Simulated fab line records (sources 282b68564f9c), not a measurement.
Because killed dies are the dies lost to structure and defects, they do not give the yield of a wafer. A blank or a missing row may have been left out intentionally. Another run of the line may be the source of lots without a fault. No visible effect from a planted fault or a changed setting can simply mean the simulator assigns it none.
fab line records ; flow ritCmos
[record] lots = 13; wafers = 39; lastDay = 7
route steps=202 shown PWELL@45 GATE@89 CONTACT@177 M1@201
lots that met no fault: from a run of the same line without faults
startH: the number of hours between the record's first day and the start of the first shown wafer of the lot ; waitH: hours from the lot's prior step to this one ; " repeats the value in the row above ; L1.1+2: a row that stands for several wafers ; - no value present, or no start provided ; * or withheld: withheld ; < > ~ a bound
route shown NAME@n: NAME is a module with steps in the file, n the number in the route of the first one ; usual: the fault-free wafers' mean and standard deviation ; same: alike in all rows ; chamber/n: place in a boat ; sites: the reading at each site ; _std_site: standard deviation of those values ; _edge_site: the outer-site mean with the inner-site mean subtracted ; radiusMm: for every site, how far away it sits from the centre of the wafer ; mask NAME#n: copy n ; behind: tool/chamber where the wafer was last shaped ; hold: cause of the lot's hold/its duration in hours/its outcome ; device: which transistor (n, p or np) failed to switch ; end of line: at the end of the route, the tests of the same wafers ; a step with no rows: only its recipe ; killed: at the first sort, the dies lost to defects and structure; wafer yield is something else ; map: shows each die of a wafer: x if killed, . if not, _ if none is there
set.NAME: the setting as run; set.NAME@STEP: as run at that earlier step ; model.NAME: the simulator's own value behind a step, which no gauge read
route steps across a sampled set of lots; one table per step, one row per wafer
services: the hour from which a tool's chamber was out of use, counted from the record's first day as startH (under 0 if before that day), plus the number of hours and why
[[steps]]
[step RIT_PWELL_OVL_MEAS_06]
[usual] PWELL_OVL = -0.2/1.5
lot.wafer;tool;chamber;startH;waitH;PWELL_OVL[nm]
L319.1;overlay-01;-;24.83;-;-2.5
L319.2;overlay-01;-;24.83;-;0.6
L319.4;overlay-01;-;24.83;-;-1.6
L320.2;overlay-01;-;28.51;-;0.9
L320.3;overlay-01;-;28.51;-;1.9
L320.5;overlay-01;-;28.51;-;1.3
L322.1;overlay-02;-;39.63;-;-0.4
L322.4;overlay-02;-;39.63;-;-2.9
L322.6;overlay-02;-;39.63;-;0.0
L323.3;overlay-01;-;43.61;-;-0.7
L323.5;overlay-01;-;43.61;-;0.0
L323.6;overlay-01;-;43.61;-;-0.8
L325.1;overlay-02;-;52.07;-;3.1
L325.3;overlay-02;-;52.07;-;2.4
L325.6;overlay-02;-;52.07;-;3.5
L326.1;overlay-02;-;58.54;-;0.4
L326.4;overlay-02;-;58.54;-;0.2
L326.6;overlay-02;-;58.54;-;-0.5
L327.2;overlay-02;-;65.45;-;0.5
L327.3;overlay-02;-;65.45;-;0.5
L327.6;overlay-02;-;65.45;-;1.1
L329.1;overlay-01;-;74.10;-;-1.6
L329.2;overlay-01;-;74.10;-;-2.4
L329.3;overlay-01;-;74.10;-;-2.3
L330.3;overlay-01;-;81.87;-;0.7
L330.4;overlay-01;-;81.87;-;1.5
L330.5;overlay-01;-;81.87;-;0.2
L333.2;overlay-02;-;94.37;-;0.1
L333.3;overlay-02;-;94.37;-;-0.4
L333.4;overlay-02;-;94.37;-;-0.9
L339.1;overlay-02;-;125.01;-;-0.5
L339.3;overlay-02;-;125.01;-;0.5
L339.5;overlay-02;-;125.01;-;-0.7
L340.1;overlay-01;-;130.05;-;-1.5
L340.2;overlay-01;-;130.05;-;-0.9
L340.5;overlay-01;-;130.05;-;-0.5
L342.1;overlay-01;-;139.32;-;1.6
L342.3;overlay-01;-;139.32;-;0.8
L342.5;overlay-01;-;139.32;-;0.3
[step RIT_GATE_EXPOSE_13]
[recipe] maskId = M6; na = 0.6; sourceShape = conventional; sigmaOuter = 0.6; targetCdNm = 150; doseMj = 380
[usual] reticleTempC = 23.00/0.11
[same] na = 0.6
lot.wafer;tool;chamber;startH;waitH;mask;reticleTempC
L319.1;ilineStepper-01;0;39.64;0.1;M6#0;23.04
L319.2;ilineStepper-01;0;39.64;0.1;M6#0;22.89
L319.4;ilineStepper-01;0;39.64;0.1;M6#0;22.97
L320.2;ilineStepper-02;0;44.63;0.2;M6#0;22.97
L320.3;ilineStepper-02;0;44.63;0.2;M6#0;23.13
L320.5;ilineStepper-02;0;44.63;0.2;M6#0;23.09
L322.1;ilineStepper-02;0;55.31;0.2;M6#0;22.92
L322.4;ilineStepper-02;0;55.31;0.2;M6#0;22.99
L322.6;ilineStepper-02;0;55.31;0.2;M6#0;22.95
L323.3;ilineStepper-01;0;57.25;0.2;M6#0;23.10
L323.5;ilineStepper-01;0;57.25;0.2;M6#0;23.07
L323.6;ilineStepper-01;0;57.25;0.2;M6#0;22.85
L325.1;ilineStepper-01;0;68.84;0.1;M6#0;22.94
L325.3;ilineStepper-01;0;68.84;0.1;M6#0;22.90
L325.6;ilineStepper-01;0;68.84;0.1;M6#0;22.91
L326.1;ilineStepper-02;0;76.85;0.2;M6#0;23.00
L326.4;ilineStepper-02;0;76.85;0.2;M6#0;22.82
L326.6;ilineStepper-02;0;76.85;0.2;M6#0;23.02
L327.2;ilineStepper-02;0;82.03;0.1;M6#0;22.98
L327.3;ilineStepper-02;0;82.03;0.1;M6#0;22.90
L327.6;ilineStepper-02;0;82.03;0.1;M6#0;22.91
L329.1;ilineStepper-02;0;90.41;0.1;M6#0;22.84
L329.2;ilineStepper-02;0;90.41;0.1;M6#0;22.89
L329.3;ilineStepper-02;0;90.41;0.1;M6#0;22.92
L330.3;ilineStepper-02;0;99.76;0.2;M6#0;23.11
L330.4;ilineStepper-02;0;99.76;0.2;M6#0;23.12
L330.5;ilineStepper-02;0;99.76;0.2;M6#0;22.99
L333.2;ilineStepper-01;0;113.07;0.2;M6_R1#0;23.05
L333.3;ilineStepper-01;0;113.07;0.2;M6_R1#0;22.88
L333.4;ilineStepper-01;0;113.07;0.2;M6_R1#0;22.83
L339.1;ilineStepper-01;0;141.70;0.1;M6#0;22.90
L339.3;ilineStepper-01;0;141.70;0.1;M6#0;22.91
L339.5;ilineStepper-01;0;141.70;0.1;M6#0;22.98
L340.1;ilineStepper-02;0;145.15;0.2;M6#0;22.99
L340.2;ilineStepper-02;0;145.15;0.2;M6#0;23.00
L340.5;ilineStepper-02;0;145.15;0.2;M6#0;23.00
L342.1;ilineStepper-02;0;156.63;0.1;M6#0;22.95
L342.3;ilineStepper-02;0;156.63;0.1;M6#0;22.91
L342.5;ilineStepper-02;0;156.63;0.1;M6#0;22.95
[step RIT_GATE_CD_MEAS_16]
[recipe] targetCdNm = 150
[usual] cdNm = 150.0/2.6
lot.wafer;tool;chamber;startH;waitH;cdNm
L319.1;cdSem-01;-;40.04;-;148.2
L319.2;cdSem-01;-;40.04;-;147.0
L319.4;cdSem-01;-;40.04;-;146.1
L320.2;cdSem-01;-;45.03;-;148.8
L320.3;cdSem-01;-;45.03;-;150.1
L320.5;cdSem-01;-;45.03;-;149.5
L322.1;cdSem-02;-;55.71;-;147.1
L322.4;cdSem-02;-;55.71;-;146.6
L322.6;cdSem-02;-;55.71;-;144.9
L323.3;cdSem-01;-;57.65;-;148.9
L323.5;cdSem-01;-;57.65;-;149.8
L323.6;cdSem-01;-;57.65;-;150.1
L325.1;cdSem-01;-;69.24;-;149.3
L325.3;cdSem-01;-;69.24;-;149.0
L325.6;cdSem-01;-;69.24;-;150.0
L326.1;cdSem-02;-;77.25;-;150.8
L326.4;cdSem-02;-;77.25;-;148.9
L326.6;cdSem-02;-;77.25;-;150.0
L327.2;cdSem-02;-;82.43;-;148.7
L327.3;cdSem-02;-;82.43;-;149.3
L327.6;cdSem-02;-;82.43;-;147.1
L329.1;cdSem-01;-;90.81;-;149.8
L329.2;cdSem-01;-;90.81;-;149.0
L329.3;cdSem-01;-;90.81;-;149.9
L330.3;cdSem-02;-;100.16;-;151.2
L330.4;cdSem-02;-;100.16;-;148.3
L330.5;cdSem-02;-;100.16;-;149.2
L333.2;cdSem-02;-;113.47;-;164.5
L333.3;cdSem-02;-;113.47;-;165.9
L333.4;cdSem-02;-;113.47;-;164.7
L339.1;cdSem-02;-;142.10;-;151.8
L339.3;cdSem-02;-;142.10;-;148.5
L339.5;cdSem-02;-;142.10;-;150.0
L340.1;cdSem-02;-;145.55;-;149.3
L340.2;cdSem-02;-;145.55;-;148.9
L340.5;cdSem-02;-;145.55;-;149.7
L342.1;cdSem-02;-;157.03;-;150.3
L342.3;cdSem-02;-;157.03;-;150.2
L342.5;cdSem-02;-;157.03;-;150.6
[step RIT_CONTACT_OVL_MEAS_09]
[usual] CONTACT_OVL = -0.3/1.4
lot.wafer;tool;chamber;startH;waitH;CONTACT_OVL[nm]
L319.1;overlay-01;-;56.05;0.1;3.6
L319.2;overlay-01;-;56.05;0.1;1.1
L319.4;overlay-01;-;56.05;0.1;2.6
L320.2;overlay-02;-;62.24;0.1;-0.4
L320.3;overlay-02;-;62.24;0.1;-0.6
L320.5;overlay-02;-;62.24;0.1;-1.6
L322.1;overlay-01;-;72.04;0.1;-0.6
L322.4;overlay-01;-;72.04;0.1;-0.9
L322.6;overlay-01;-;72.04;0.1;-2.2
L323.3;overlay-01;-;75.27;0.1;-0.9
L323.5;overlay-01;-;75.27;0.1;0.0
L323.6;overlay-01;-;75.27;0.1;0.3
L325.1;overlay-02;-;85.72;0.1;-2.2
L325.3;overlay-02;-;85.72;0.1;-2.1
L325.6;overlay-02;-;85.72;0.1;-1.8
L326.1;overlay-01;-;94.15;0.1;-1.5
L326.4;overlay-01;-;94.15;0.1;-2.7
L326.6;overlay-01;-;94.15;0.1;-1.3
L327.2;overlay-02;-;98.45;0.1;-1.0
L327.3;overlay-02;-;98.45;0.1;-0.6
L327.6;overlay-02;-;98.45;0.1;-0.8
L329.1;overlay-02;-;108.30;0.1;-1.6
L329.2;overlay-02;-;108.30;0.1;-0.4
L329.3;overlay-02;-;108.30;0.1;-1.1
L330.3;overlay-01;-;117.12;0.1;-0.4
L330.4;overlay-01;-;117.12;0.1;-0.6
L330.5;overlay-01;-;117.12;0.1;-1.9
L333.2;overlay-02;-;130.15;0.1;0.9
L333.3;overlay-02;-;130.15;0.1;1.2
L333.4;overlay-02;-;130.15;0.1;3.3
L339.1;overlay-01;-;157.52;0.1;-0.7
L339.3;overlay-01;-;157.52;0.1;0.6
L339.5;overlay-01;-;157.52;0.1;0.1
L340.1;overlay-02;-;161.19;0.1;3.0
L340.2;overlay-02;-;161.19;0.1;2.2
L340.5;overlay-02;-;161.19;0.1;2.4
L342.1;overlay-01;-;172.39;0.1;1.2
L342.3;overlay-01;-;172.39;0.1;0.0
L342.5;overlay-01;-;172.39;0.1;2.3
[step RIT_M1_BOW_MEAS_16]
[recipe] mode = bow
[usual] M1_BOW = 16/6.9
lot.wafer;tool;chamber;startH;waitH;M1_BOW[um]
L319.1;filmMetro-01;-;61.16;0.0;11
L319.2;filmMetro-01;-;61.16;0.0;17
L319.4;filmMetro-01;-;61.16;0.0;10
L320.2;filmMetro-01;-;67.30;0.0;10
L320.3;filmMetro-01;-;67.30;0.0;15
L320.5;filmMetro-01;-;67.30;0.0;11
L322.1;filmMetro-02;-;77.35;0.0;17
L322.4;filmMetro-02;-;77.35;0.0;32
L322.6;filmMetro-02;-;77.35;0.0;13
L323.3;filmMetro-01;-;80.38;0.0;26
L323.5;filmMetro-01;-;80.38;0.0;5
L323.6;filmMetro-01;-;80.38;0.0;17
L325.1;filmMetro-01;-;91.67;0.0;14
L325.3;filmMetro-01;-;91.67;0.0;10
L325.6;filmMetro-01;-;91.67;0.0;20
L326.1;filmMetro-02;-;99.21;0.0;19
L326.4;filmMetro-02;-;99.21;0.0;19
L326.6;filmMetro-02;-;99.21;0.0;21
L327.2;filmMetro-01;-;103.67;0.0;16
L327.3;filmMetro-01;-;103.67;0.0;15
L327.6;filmMetro-01;-;103.67;0.0;5
L329.1;filmMetro-02;-;113.62;0.0;26
L329.2;filmMetro-02;-;113.62;0.0;23
L329.3;filmMetro-02;-;113.62;0.0;26
L330.3;filmMetro-01;-;122.76;0.0;24
L330.4;filmMetro-01;-;122.76;0.0;22
L330.5;filmMetro-01;-;122.76;0.0;16
L339.1;filmMetro-01;-;162.45;0.0;21
L339.3;filmMetro-01;-;162.45;0.0;26
L339.5;filmMetro-01;-;162.45;0.0;9
L340.1;filmMetro-03;-;166.40;0.0;19
L340.2;filmMetro-03;-;166.40;0.0;29
L340.5;filmMetro-03;-;166.40;0.0;19
L342.1;filmMetro-02;-;177.64;0.0;1
L342.3;filmMetro-02;-;177.64;0.0;5
L342.5;filmMetro-02;-;177.64;0.0;6
[step RIT_M1_PROBE_99]
[usual] defectLimitedYield = 97.3/1.3; killedAtContacts = 0.0/0.18; killedAtFrontEnd = 7/3.4; killedDies = 7/3.4; killedOpen = 3.4/2; killedShort = 3.6/2.1; sort_bin_3_pad_short = 0.2/0.3; sort_bin_5_function = 1.5/0.83; sort_bin_6_memory = 1.0/0.7; sortNPass = 257/3.4; sortYieldPct = 97.3/1.3
[same] grossDies = 264; killed_at_M0_to_M3 = 0; killed_at_M4_up = 0; killedAtBackSide = 0; killedAtOther = 0
lot.wafer;tool;chamber;startH;waitH;defectLimitedYield[%];killedAtContacts;killedAtFrontEnd;killedDies;killedOpen;killedShort;sort_bin_3_pad_short[%];sort_bin_5_function[%];sort_bin_6_memory[%];sortNPass;sortYieldPct[%]
L319.1;prober-01;-;61.28;0.1;98.1;0;5;5;4;1;0;1.5;0.4;259;98.1
L319.2;prober-01;-;61.33;0.1;95.8;0;11;11;4;7;0.4;2.3;1.5;253;95.8
L319.4;prober-01;-;61.43;0.2;98.1;0;5;5;5;0;0;1.5;0.4;259;98.1
L320.2;prober-01;-;67.45;0.1;96.6;0;9;9;3;6;0.4;1.5;1.5;255;96.6
L320.3;prober-01;-;67.50;0.2;95.8;0;11;11;6;5;0.8;1.1;2.3;253;95.8
L320.5;prober-01;-;67.60;0.2;96.2;0;10;10;4;6;0;2.3;1.5;254;96.2
L322.1;prober-01;-;77.47;0.1;98.1;0;5;5;2;3;0.4;0.4;1.1;259;98.1
L322.4;prober-01;-;77.62;0.2;96.2;0;10;10;8;2;0;1.1;2.7;254;96.2
L322.6;prober-01;-;77.72;0.2;97.7;0;6;6;3;3;0;1.9;0.4;258;97.7
L323.3;prober-02;-;80.56;0.2;96.6;0;9;9;4;5;0;1.9;1.5;255;96.6
L323.5;prober-02;-;80.66;0.2;96.6;0;9;9;2;7;0;2.7;0.8;255;96.6
L323.6;prober-02;-;80.71;0.2;98.1;0;5;5;2;3;0;1.5;0.4;259;98.1
L325.1;prober-02;-;91.79;0.1;98.1;0;5;5;2;3;0;0.8;1.1;259;98.1
L325.3;prober-02;-;91.89;0.2;97.0;0;8;8;4;4;0;2.3;0.8;256;97.0
L325.6;prober-02;-;92.04;0.2;99.2;0;2;2;2;0;0;0.4;0.4;262;99.2
L326.1;prober-01;-;99.33;0.1;97.0;0;8;8;3;5;0.8;1.5;0.8;256;97.0
L326.4;prober-01;-;99.48;0.2;95.1;1;12;13;7;6;0.4;2.7;1.9;251;95.1
L326.6;prober-01;-;99.58;0.2;98.1;0;5;5;1;4;0.4;1.1;0.4;259;98.1
L327.2;prober-02;-;103.82;0.1;98.5;0;4;4;2;2;0;0.4;1.1;260;98.5
L327.3;prober-02;-;103.87;0.2;98.9;0;3;3;2;1;0;0.8;0.4;261;98.9
L327.6;prober-02;-;104.02;0.2;98.1;0;5;5;1;4;0;1.1;0.8;259;98.1
L329.1;prober-02;-;113.74;0.1;96.6;1;8;9;4;5;0;1.5;1.9;255;96.6
L329.2;prober-02;-;113.79;0.1;97.0;0;8;8;4;4;0.4;1.9;0.8;256;97.0
L329.3;prober-02;-;113.84;0.2;97.3;0;7;7;3;4;0.4;1.5;0.8;257;97.3
L330.3;prober-01;-;122.94;0.2;95.1;0;13;13;6;7;0.8;3.0;1.1;251;95.1
L330.4;prober-01;-;122.99;0.2;97.3;0;7;7;3;4;0.4;1.5;0.8;257;97.3
L330.5;prober-01;-;123.04;0.2;96.2;0;10;10;7;3;0;1.9;1.9;254;96.2
L339.1;prober-02;-;162.57;0.1;96.2;0;10;10;6;4;0;1.5;2.3;254;96.2
L339.3;prober-02;-;162.67;0.2;99.2;0;2;2;0;2;0;0;0.8;262;99.2
L339.5;prober-02;-;162.77;0.2;99.2;0;2;2;1;1;0;0.8;0;262;99.2
L340.1;prober-01;-;166.52;0.1;97.0;0;8;8;5;3;0;1.1;1.9;256;97.0
L340.2;prober-01;-;166.57;0.1;98.1;0;5;5;5;0;0;1.1;0.8;259;98.1
L340.5;prober-01;-;166.72;0.2;99.6;0;1;1;1;0;0;0.4;0;263;99.6
L342.1;prober-01;-;177.76;0.1;95.5;0;12;12;7;5;0.4;2.7;1.5;252;95.5
L342.3;prober-01;-;177.86;0.2;98.1;0;5;5;1;4;0;0.8;1.1;259;98.1
L342.5;prober-01;-;177.96;0.2;97.3;1;6;7;4;3;0;1.9;0.8;257;97.3
// killed by level:class
L319.1 SILICIDE:geometricParticle:open=2 FOX1:geometricParticle:open=1 GATE:geometricParticle:open=1 SILICIDE:geometricParticle:short=1
L319.2 SILICIDE:geometricParticle:short=3 FOX2:geometricParticle:open=2 FOX2:geometricParticle:short=2 FOX1:geometricParticle:open=1 GATE:geometricParticle:short=1 REOX:geometricParticle:open=1 REOX:geometricParticle:short=1
L319.4 REOX:geometricParticle:open=2 FOX1:geometricParticle:open=1 GATE:geometricParticle:open=1 SILICIDE:geometricParticle:open=1
L320.2 FOX1:geometricParticle:short=2 SPACER:geometricParticle:short=2 FOX2:geometricParticle:open=1 GATE:geometricParticle:short=1 GATE:geometricParticle:open=1 SPACER:geometricParticle:open=1 SILICIDE:geometricParticle:short=1
L320.3 FOX1:geometricParticle:open=2 GATE:geometricParticle:short=2 SPACER:geometricParticle:short=2 SILICIDE:geometricParticle:open=2 FOX2:geometricParticle:open=1 SPACER:geometricParticle:open=1 SILICIDE:geometricParticle:short=1
L320.5 SILICIDE:geometricParticle:open=3 GATE:geometricParticle:short=2 SILICIDE:geometricParticle:short=2 FOX1:geometricParticle:short=1 FOX1:geometricParticle:open=1 FOX2:geometricParticle:short=1
L322.1 SILICIDE:geometricParticle:open=2 FOX1:geometricParticle:short=1 GATE:geometricParticle:short=1 SILICIDE:geometricParticle:short=1
L322.4 GATE:geometricParticle:open=3 REOX:geometricParticle:open=2 SPACER:geometricParticle:open=2 GATE:geometricParticle:short=1 SILICIDE:geometricParticle:open=1 SILICIDE:geometricParticle:short=1
L322.6 FOX1:geometricParticle:open=2 ACTIVE:geometricParticle:short=1 GATE:geometricParticle:open=1 REOX:geometricParticle:short=1 SILICIDE:geometricParticle:short=1
L323.3 REOX:geometricParticle:short=3 GATE:geometricParticle:open=2 FOX2:geometricParticle:open=1 GATE:geometricParticle:short=1 REOX:geometricParticle:open=1 SILICIDE:geometricParticle:short=1
L323.5 GATE:geometricParticle:short=4 SILICIDE:geometricParticle:short=2 FOX2:geometricParticle:short=1 GATE:geometricParticle:open=1 SPACER:geometricParticle:open=1
L323.6 GATE:geometricParticle:open=2 REOX:geometricParticle:short=2 GATE:geometricParticle:short=1
L325.1 FOX2:geometricParticle:short=1 GATE:geometricParticle:open=1 GATE:geometricParticle:short=1 REOX:geometricParticle:short=1 SILICIDE:geometricParticle:open=1
L325.3 GATE:geometricParticle:short=3 GATE:geometricParticle:open=2 FOX1:geometricParticle:short=1 FOX1:geometricParticle:open=1 REOX:geometricParticle:open=1
L325.6 GATE:geometricParticle:open=2
L326.1 GATE:geometricParticle:open=2 SPACER:geometricParticle:short=2 FOX2:geometricParticle:short=1 GATE:geometricParticle:short=1 REOX:geometricParticle:open=1 SILICIDE:geometricParticle:short=1
L326.4 GATE:geometricParticle:short=4 GATE:geometricParticle:open=2 SPACER:geometricParticle:short=2 SILICIDE:geometricParticle:open=2 FOX2:geometricParticle:open=1 SPACER:geometricParticle:open=1 CONTACT:geometricParticle:open=1
L326.6 REOX:geometricParticle:short=2 FOX2:geometricParticle:short=1 REOX:geometricParticle:open=1 SILICIDE:geometricParticle:short=1
L327.2 FOX2:geometricParticle:short=1 GATE:geometricParticle:short=1 REOX:geometricParticle:open=1 SILICIDE:geometricParticle:open=1
L327.3 GATE:geometricParticle:open=1 REOX:geometricParticle:short=1 SILICIDE:geometricParticle:open=1
L327.6 GATE:geometricParticle:short=3 SPACER:geometricParticle:open=1 SPACER:geometricParticle:short=1
L329.1 GATE:geometricParticle:open=4 GATE:geometricParticle:short=3 SILICIDE:geometricParticle:short=1 CONTACT:geometricParticle:short=1
L329.2 GATE:geometricParticle:open=2 SILICIDE:geometricParticle:short=2 FOX1:geometricParticle:open=1 GATE:geometricParticle:short=1 REOX:geometricParticle:short=1 REOX:geometricParticle:open=1
L329.3 GATE:geometricParticle:short=3 FOX1:geometricParticle:open=2 SPACER:geometricParticle:open=1 SILICIDE:geometricParticle:short=1
L330.3 FOX1:geometricParticle:open=2 FOX1:geometricParticle:short=2 REOX:geometricParticle:short=2 FOX2:geometricParticle:open=1 FOX2:geometricParticle:short=1 GATE:geometricParticle:short=1 GATE:geometricParticle:open=1 SPACER:geometricParticle:open=1
L330.4 REOX:geometricParticle:short=3 SILICIDE:geometricParticle:open=2 GATE:geometricParticle:open=1 GATE:geometricParticle:short=1
L330.5 GATE:geometricParticle:open=4 FOX1:geometricParticle:short=2 FOX1:geometricParticle:open=1 FOX2:geometricParticle:open=1 SILICIDE:geometricParticle:short=1 SILICIDE:geometricParticle:open=1
L339.1 GATE:geometricParticle:open=2 SPACER:geometricParticle:open=2 FOX1:geometricParticle:short=1 FOX2:geometricParticle:open=1 GATE:geometricParticle:short=1 REOX:geometricParticle:short=1 SILICIDE:geometricParticle:short=1 SILICIDE:geometricParticle:open=1
L339.3 FOX2:geometricParticle:short=1 SPACER:geometricParticle:short=1
L339.5 REOX:geometricParticle:short=1 SILICIDE:geometricParticle:open=1
L340.1 REOX:geometricParticle:open=2 SILICIDE:geometricParticle:short=2 FOX1:geometricParticle:open=1 FOX2:geometricParticle:open=1 FOX2:geometricParticle:short=1 GATE:geometricParticle:open=1
L340.2 SPACER:geometricParticle:open=2 FOX1:geometricParticle:open=1 REOX:geometricParticle:open=1 SILICIDE:geometricParticle:open=1
L340.5 GATE:geometricParticle:open=1
L342.1 GATE:geometricParticle:short=3 GATE:geometricParticle:open=2 REOX:geometricParticle:open=2 FOX1:geometricParticle:open=1 SPACER:geometricParticle:open=1 SPACER:geometricParticle:short=1 SILICIDE:geometricParticle:open=1 SILICIDE:geometricParticle:short=1
L342.3 GATE:geometricParticle:short=2 FOX1:geometricParticle:short=1 FOX1:geometricParticle:open=1 SILICIDE:geometricParticle:short=1
L342.5 GATE:geometricParticle:short=3 GATE:geometricParticle:open=2 FOX1:geometricParticle:open=1 CONTACT:geometricParticle:open=1
[[services]]
tool;chamber;startH;hours;kind
ilineStepper-02;-;38.69;1.7;pm
ilineStepper-01;-;75.68;17.6;repair
ilineStepper-02;-;87.65;1.0;repair
ilineStepper-01;-;99.59;12.5;repair
ilineStepper-02;-;126.92;3.2;repair
ilineStepper-02;-;135.21;9.5;repair
ilineStepper-01;-;144.74;4.4;pm
ilineStepper-01;-;149.18;1.7;pm
[[key]]
[firstSign] step = RIT_GATE_EXPOSE_13; reading = mask; direction = changed
[effect] step = RIT_GATE_CD_MEAS_16; reading = cdNm; direction = up; sigmas = 5.7; usual = 150.0; struck = 165.0
metAt RIT_GATE_EXPOSE_13
struckLots L333
rowsEnd L333.2,L333.3,L333.4
notActingAt RIT_PWELL_OVL_MEAS_06,RIT_CONTACT_OVL_MEAS_09,RIT_M1_BOW_MEAS_16
onsetBetween 68.84 113.07
[fault] kind = wrongMask; tool = any; chamber = -; onsetH = 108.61; steps = RIT_GATE_EXPOSE_13; auxCopy = M6_R1#0; cdOffsetNm = 15; scope = struckLotsOnly
// rowsEnd: these wafers met a further fault down the route, and their rows from its step on are left out
